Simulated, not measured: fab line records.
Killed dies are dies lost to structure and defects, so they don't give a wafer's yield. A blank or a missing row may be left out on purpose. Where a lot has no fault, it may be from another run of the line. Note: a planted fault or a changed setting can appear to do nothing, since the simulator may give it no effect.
fab line records | flow rit_cmos
record: lots: 6 wafers: 18 last_day: 7
route steps=202 shown PLDD@159 NLDD@160 SILICIDE@161 CONTACT@168
lots with no fault: from the same line, run without faults
start_h: the number of hours between the record's first day and the start of the first shown wafer of the lot | wait_h: hours from the lot's prior step to this one | " repeats the value in the row above | L1.1+2: one row covering several wafers at once | - no value, or no start was given | * or withheld: withheld | < > ~ a bound
route shown NAME@n: a module of which the file shows steps, and the number in the route of the first | usual: mean/standard deviation taken from wafers without a fault | same: alike in all rows | chamber/n: place in a boat | sites: each site's reading | _std_site: how widely they spread, as a standard deviation | _edge_site: outer sites' mean less inner sites' | radius_mm: how far each site lies from the wafer's centre | mask NAME#n: copy n | behind: the last tool/chamber to shape the wafer | hold: what put the lot on hold/how long, in hours/how the hold closed | device: names the non-switching transistor (n, p or np) | end of line: tests of these same wafers at the route's end | a step given without rows: its recipe and nothing more | killed: dies that structure and defects cost at the first sort, which is not the same as the wafer's yield | map: dies across one wafer; x = killed, . = not, _ = none there
set.NAME: setting as actually run; set.NAME@STEP: the setting as run at that earlier step | model.NAME: the simulator's own value behind a step, which no gauge read
certain route steps with their lots: each step a table, each wafer a row
services: from which hour (start_h, from the record's first day; less than 0 if before it) a tool's chamber was out of use, for how many hours, and why
== steps ==
step: RIT_SDANNEAL_RS_MEAS_06
recipe: thk_meas_gauge: four-point-probe
usual: PLDD_RS: 178.6/0.5
columns lot.wafer tool chamber start_h wait_h PLDD_RS[ohm/sq]
L506.2 film_metro-02 - 74.36 0.1 177.7
L506.3 " - " " 177.9
L506.4 " - " " 177.9
L507.2 film_metro-01 - 81.21 0.1 178.4
L507.4 " - " " 178.5
L507.6 " - " " 178.9
L509.1 film_metro-02 - 89.44 0.1 178.8
L509.2 " - " " 178.9
L509.4 " - " " 179.0
L513.2 film_metro-02 - 111.10 0.1 178.5
L513.4 " - " " 179.1
L513.6 " - " " 179.0
L521.1 film_metro-01 - 146.83 0.1 179.6
L521.2 " - " " 179.5
L521.6 " - " " 179.9
L525.2 film_metro-01 - 169.13 0.1 179.2
L525.3 " - " " 179.0
L525.4 " - " " 179.4
step: RIT_SDANNEAL_RS_MEAS_07
recipe: thk_meas_gauge: four-point-probe
usual: NLDD_RS: 151.6/0.46
columns lot.wafer tool chamber start_h wait_h NLDD_RS[ohm/sq]
L506.2 film_metro-02 - 74.48 0.1 151.8
L506.3 " - " " 152.0
L506.4 " - " " 151.5
L507.2 film_metro-01 - 81.33 0.1 150.8
L507.4 " - " " 151.2
L507.6 " - " " 150.6
L509.1 film_metro-02 - 89.56 0.1 151.5
L509.2 " - " " 152.0
L509.4 " - " " 151.1
L513.2 film_metro-02 - 111.22 0.1 151.9
L513.4 " - " " 151.6
L513.6 " - " " 151.5
L521.1 film_metro-01 - 146.95 0.1 152.2
L521.2 " - " " 151.4
L521.6 " - " " 152.2
L525.2 film_metro-01 - 169.25 0.1 151.6
L525.3 " - " " 151.4
L525.4 " - " " 151.7
step: RIT_SILICIDE_WET_ETCH_00
recipe: chemistry: BOE target: SiO2 target_depth_nm: 14 time_s: 15 dry: n2_spin dilution: 10:1 temp_c: 21.5
step: RIT_SILICIDE_SPUTTER_01
recipe: material: Ti target_thk_nm: 30 power_w: 350 chamber_pressure_pa: 0.667 gas: Ar time_s: 236.4 substrate_temp_c: 25
usual: throttle_valve_pct: 30.7/0.62
same: time_s: 236.4
columns lot.wafer tool chamber start_h wait_h throttle_valve_pct
L506.2 pvd_sputter-04 - 74.59 0.0 31.5
L506.3 " - " " 31.3
L506.4 " - " " 30.8
L507.2 pvd_sputter-03 - 81.44 0.0 31.1
L507.4 " - " " 30.5
L507.6 " - " " 30.6
L509.1 pvd_sputter-03 - 89.69 0.0 31.3
L509.2 " - " " 29.8
L509.4 " - " " 30.3
L513.2 pvd_sputter-04 - 111.33 0.0 30.7
L513.4 " - " " 31.2
L513.6 " - " " 30.0
L521.1 pvd_sputter-03 - 147.08 0.0 31.4
L521.2 " - " " 29.8
L521.6 " - " " 30.4
L525.2 pvd_sputter-04 - 169.36 0.0 31.5
L525.3 " - " " 29.8
L525.4 " - " " 30.8
step: RIT_SILICIDE_RS_MEAS_02
recipe: thk_meas_gauge: four-point-probe reads: Ti_of_SILICIDE_SPUTTER_01
usual: SILICIDE_TI_RS: 48.7/0.96
columns lot.wafer tool chamber start_h wait_h SILICIDE_TI_RS[ohm/sq]
L506.2 film_metro-04 - 74.76 0.1 49.2
L506.3 " - " " 47.6
L506.4 " - " " 49.2
L507.2 film_metro-04 - 81.61 0.1 48.7
L507.4 " - " " 47.7
L507.6 " - " " 48.6
L509.1 film_metro-01 - 89.84 0.1 50.1
L509.2 " - " " 48.8
L509.4 " - " " 48.0
L513.2 film_metro-01 - 111.50 0.1 49.1
L513.4 " - " " 49.7
L513.6 " - " " 48.2
L521.1 film_metro-04 - 147.23 0.1 48.1
L521.2 " - " " 49.3
L521.6 " - " " 47.9
L525.2 film_metro-04 - 169.53 0.1 48.2
L525.3 " - " " 47.6
L525.4 " - " " 48.3
step: RIT_SILICIDE_THK_MEAS_03
recipe: thk_meas_gauge: xrf reads: Ti_of_SILICIDE_SPUTTER_01
usual: SILICIDE_TI_THK: 29.9/0.5
columns lot.wafer tool chamber start_h wait_h SILICIDE_TI_THK[nm]
L506.2 film_metro-04 - 74.87 0.1 29.8
L506.3 " - " " 30.4
L506.4 " - " " 29.8
L507.2 film_metro-04 - 81.72 0.1 30.0
L507.4 " - " " 30.6
L507.6 " - " " 30.2
L509.1 film_metro-01 - 89.96 0.1 29.1
L509.2 " - " " 29.6
L509.4 " - " " 30.0
L513.2 film_metro-01 - 111.61 0.1 29.8
L513.4 " - " " 29.5
L513.6 " - " " 30.3
L521.1 film_metro-04 - 147.35 0.1 30.1
L521.2 " - " " 29.5
L521.6 " - " " 30.0
L525.2 film_metro-04 - 169.64 0.1 30.1
L525.3 " - " " 30.5
L525.4 " - " " 30.2
step: RIT_SILICIDE_RTA_04
recipe: temp_c: 650 time_s: 10 idle_temp_c: 25 ramp_up_s: 5 ramp_down_s: 5 cool_to_c: 25 ambient: N2
usual: chamber_o2_ppm: 2.000/0.023 wafer_temp_C_max: 652.6/1.1
same: time_s: 10
columns lot.wafer tool chamber start_h wait_h chamber_o2_ppm wafer_temp_C_max
L506.2 rtp_anneal-01 0 74.93 0.1 1.957 651.8
L506.3 " 0 " " 1.970 652.3
L506.4 " 0 " " 1.976 652.2
L507.2 rtp_anneal-02 0 81.78 0.1 1.986 654.6
L507.4 " 0 " " 2.031 655.7
L507.6 " 0 " " 1.991 653.9
L509.1 rtp_anneal-02 0 90.02 0.1 2.020 655.0
L509.2 " 0 " " 2.016 653.6
L509.4 " 0 " " 1.977 653.3
L513.2 rtp_anneal-02 0 111.68 0.1 2.012 653.1
L513.4 " 0 " " 2.010 652.8
L513.6 " 0 " " 1.986 654.2
L521.1 rtp_anneal-02 0 147.41 0.1 1.980 652.6
L521.2 " 0 " " 1.969 653.6
L521.6 " 0 " " 2.006 653.3
L525.2 rtp_anneal-02 0 169.70 0.1 1.979 652.6
L525.3 " 0 " " 2.003 653.5
L525.4 " 0 " " 1.999 652.6
step: RIT_SILICIDE_WET_ETCH_05
recipe: chemistry: SPM target: Ti temp_c: 90 time_s: 120 dry: n2_spin
step: RIT_SILICIDE_RTA_06
recipe: temp_c: 750 time_s: 10 idle_temp_c: 25 ramp_up_s: 5 ramp_down_s: 10 cool_to_c: 25 ambient: N2
usual: chamber_o2_ppm: 2.000/0.02 wafer_temp_C_max: 753.2/1.3
same: time_s: 10
columns lot.wafer tool chamber start_h wait_h chamber_o2_ppm wafer_temp_C_max
L506.2 rtp_anneal-02 0 75.04 0.0 2.025 754.1
L506.3 " 0 " " 1.992 754.0
L506.4 " 0 " " 2.011 752.5
L507.2 rtp_anneal-01 0 81.90 0.0 1.989 752.3
L507.4 " 0 " " 1.965 752.2
L507.6 " 0 " " 2.002 752.0
L509.1 rtp_anneal-01 0 90.13 0.0 2.011 752.1
L509.2 " 0 " " 2.015 751.1
L509.4 " 0 " " 2.053 752.8
L513.2 rtp_anneal-01 0 111.78 0.0 1.960 752.3
L513.4 " 0 " " 1.974 752.3
L513.6 " 0 " " 1.983 751.8
L521.1 rtp_anneal-01 0 147.52 0.0 1.957 751.4
L521.2 " 0 " " 1.983 752.1
L521.6 " 0 " " 1.968 751.5
L525.2 rtp_anneal-01 0 169.81 0.0 2.013 752.6
L525.3 " 0 " " 1.997 751.8
L525.4 " 0 " " 1.968 753.2
step: RIT_CONTACT_CVD_00
recipe: material: SiO2 target_thk_nm: 400 precursor: TEOS temp_c: 390 time_s: 61 rf_w: 400
usual: heater_power_w: 333/54
same: time_s: 61
columns lot.wafer tool chamber start_h wait_h heater_power_w
L506.2 pecvd-04 2 75.09 0.0 336
L506.3 " 1 " " 270
L506.4 " 0 " " 347
L507.2 pecvd-03 0 82.01 0.1 333
L507.4 " 0 " " 353
L507.6 " 2 " " 292
L509.1 pecvd-04 2 90.26 0.1 392
L509.2 " 0 " " 297
L509.4 " 2 " " 407
L513.2 pecvd-03 2 111.84 0.0 335
L513.4 " 2 " " 351
L513.6 " 0 " " 307
L521.1 pecvd-04 1 147.66 0.1 322
L521.2 " 2 " " 318
L521.6 " 1 " " 334
L525.2 pecvd-03 2 169.86 0.0 377
L525.3 " 1 " " 436
L525.4 " 0 " " 371
step: RIT_CONTACT_THK_MEAS_01
recipe: reads: SiO2_of_CONTACT_CVD_00
usual: CONTACT_TEOS_THK: 401/6.4
columns lot.wafer tool chamber start_h wait_h CONTACT_TEOS_THK[nm]
L506.2 film_metro-01 - 75.15 0.0 391
L506.3 " - " " 403
L506.4 " - " " 405
L507.2 film_metro-01 - 82.12 0.1 398
L507.4 " - " " 403
L507.6 " - " " 396
L509.1 film_metro-03 - 90.34 0.1 393
L509.2 " - " " 397
L509.4 " - " " 398
L513.2 film_metro-03 - 111.90 0.0 400
L513.4 " - " " 402
L513.6 " - " " 407
L521.1 film_metro-04 - 147.71 0.0 397
L521.2 " - " " 390
L521.6 " - " " 406
L525.2 film_metro-03 - 169.93 0.0 399
L525.3 " - " " 399
L525.4 " - " " 407
step: RIT_CONTACT_HMDS_02
recipe: prime_time_s: 60 prime_temp_c: 140
step: RIT_CONTACT_COAT_03
recipe: resist: NOVOLAK spin_rpm: 3250 resist_thk_nm: 1000
usual: chill_plate_temp_C: 23.00/0.099 dispense_pressure_kPa: 54.4/2.7
columns lot.wafer tool chamber start_h wait_h chill_plate_temp_C dispense_pressure_kPa
L506.2 litho_track-04 - 75.38 0.1 - -
L506.3 " - " " - -
L506.4 " - " " - -
L507.2 litho_track-02 - 82.53 0.1 - -
L507.4 " - " " - -
L507.6 " - " " - -
L509.1 litho_track-02 0 90.55 0.1 22.90 57.6
L509.2 " 0 " " 22.98 57.7
L509.4 " 0 " " 22.97 57.6
L513.2 litho_track-02 0 112.13 0.1 23.00 57.6
L513.4 " 0 " " 23.03 57.6
L513.6 " 0 " " 23.08 57.6
L521.1 litho_track-04 0 147.92 0.1 22.94 52.2
L521.2 " 0 " " 23.13 52.2
L521.6 " 0 " " 23.15 52.2
L525.2 litho_track-04 0 170.15 0.1 23.02 52.2
L525.3 " 0 " " 23.12 52.2
L525.4 " 0 " " 22.84 52.2
step: RIT_CONTACT_SOFTBAKE_04
recipe: resist: NOVOLAK temp_c: 90 time_s: 60
step: RIT_CONTACT_EXPOSE_05
recipe: mask_id: M11 na: 0.6 source_shape: conventional sigma_outer: 0.5 target_cd_nm: 1000 dose_mj: 250
step: RIT_CONTACT_PEB_06
recipe: resist: NOVOLAK temp_c: withheld time_s: withheld
step: RIT_CONTACT_DEVELOP_07
recipe: resist: NOVOLAK develop_time_s: 120 dev_temp_c: 24.23
step: RIT_CONTACT_CD_MEAS_08
recipe: target_cd_nm: 1000
usual: cd_nm: 1000.0/2.6
columns lot.wafer tool chamber start_h wait_h cd_nm
L506.2 cd_sem-01 - 76.19 - -
L506.3 " - " " -
L506.4 " - " " -
L507.2 cd_sem-01 - 83.34 - -
L507.4 " - " " -
L507.6 " - " " -
L509.1 cd_sem-01 - 91.37 - 998.2
L509.2 " - " " 997.0
L509.4 " - " " 997.1
L513.2 cd_sem-01 - 113.10 - 1003.4
L513.4 " - " " 1001.0
L513.6 " - " " 1002.8
L521.1 cd_sem-02 - 148.73 - 997.9
L521.2 " - " " 997.4
L521.6 " - " " 998.3
L525.2 cd_sem-01 - 171.06 - 1000.2
L525.3 " - " " 1001.1
L525.4 " - " " 1003.3
step: RIT_CONTACT_OVL_MEAS_09
usual: CONTACT_OVL: -1.1/1.9
columns lot.wafer tool chamber start_h wait_h CONTACT_OVL[nm]
L506.2 overlay-02 - 76.30 0.1 -
L506.3 " - " " -
L506.4 " - " " -
L507.2 overlay-02 - 83.45 0.1 -
L507.4 " - " " -
L507.6 " - " " -
L509.1 overlay-01 - 91.49 0.1 -0.9
L509.2 " - " " -2.7
L509.4 " - " " -3.7
L513.2 overlay-01 - 113.20 0.1 -3.7
L513.4 " - " " -2.2
L513.6 " - " " -4.0
L521.1 overlay-01 - 148.85 0.1 -1.3
L521.2 " - " " -1.7
L521.6 " - " " -2.5
L525.2 overlay-01 - 171.16 0.1 -2.8
L525.3 " - " " -0.7
L525.4 " - " " -2.2
== services ==
columns tool chamber start_h hours kind
pvd_sputter-03 - 51.45 4.5 repair
pvd_sputter-04 - 55.07 17.0 repair
pvd_sputter-03 - 62.24 0.7 repair
pecvd-04 1 89.95 2.3 repair
pvd_sputter-03 - 97.53 30.8 repair
pvd_sputter-03 - 103.34 1.7 repair
pecvd-04 2 103.55 21.1 repair
pvd_sputter-04 - 136.16 0.9 repair
pecvd-03 - 164.37 2.8 pm
== key ==
first_sign: step: RIT_CONTACT_COAT_03 reading: tool_record direction: missing
effect: step: RIT_CONTACT_CD_MEAS_08 reading: cd_nm direction: missing
effect: step: RIT_CONTACT_OVL_MEAS_09 reading: CONTACT_OVL direction: missing
met_at RIT_CONTACT_COAT_03
struck_wafers L506.2,L506.3,L506.4,L507.2,L507.4,L507.6
later_rows_left_out L506.2,L506.3,L506.4,L507.2,L507.4,L507.6
sort_left_out L506.2,L506.3,L506.4,L507.2,L507.4,L507.6
tester_left_out L506,L507
fault: kind: skipped_step_whole tool: litho_track-02,litho_track-04 chamber: - onset_h: 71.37 steps: RIT_CONTACT_COAT_03 scope: struck_lots_only
tester_left_out: of these lots the tester's yield and bins aren't shown, on N5 and GAA mostly nor the transistor test; their killed dies are dies lost to structure and defects alone, not to doping, threshold or leakage, so they don't give the yield
sort_left_out: the simulated sort isn't trusted on such a fault, so these wafers' sort isn't shown, and their yield isn't known
later_rows_left_out: the simulator's readings of these wafers behind a module that went badly wrong aren't trusted and aren't shown, but for the sort
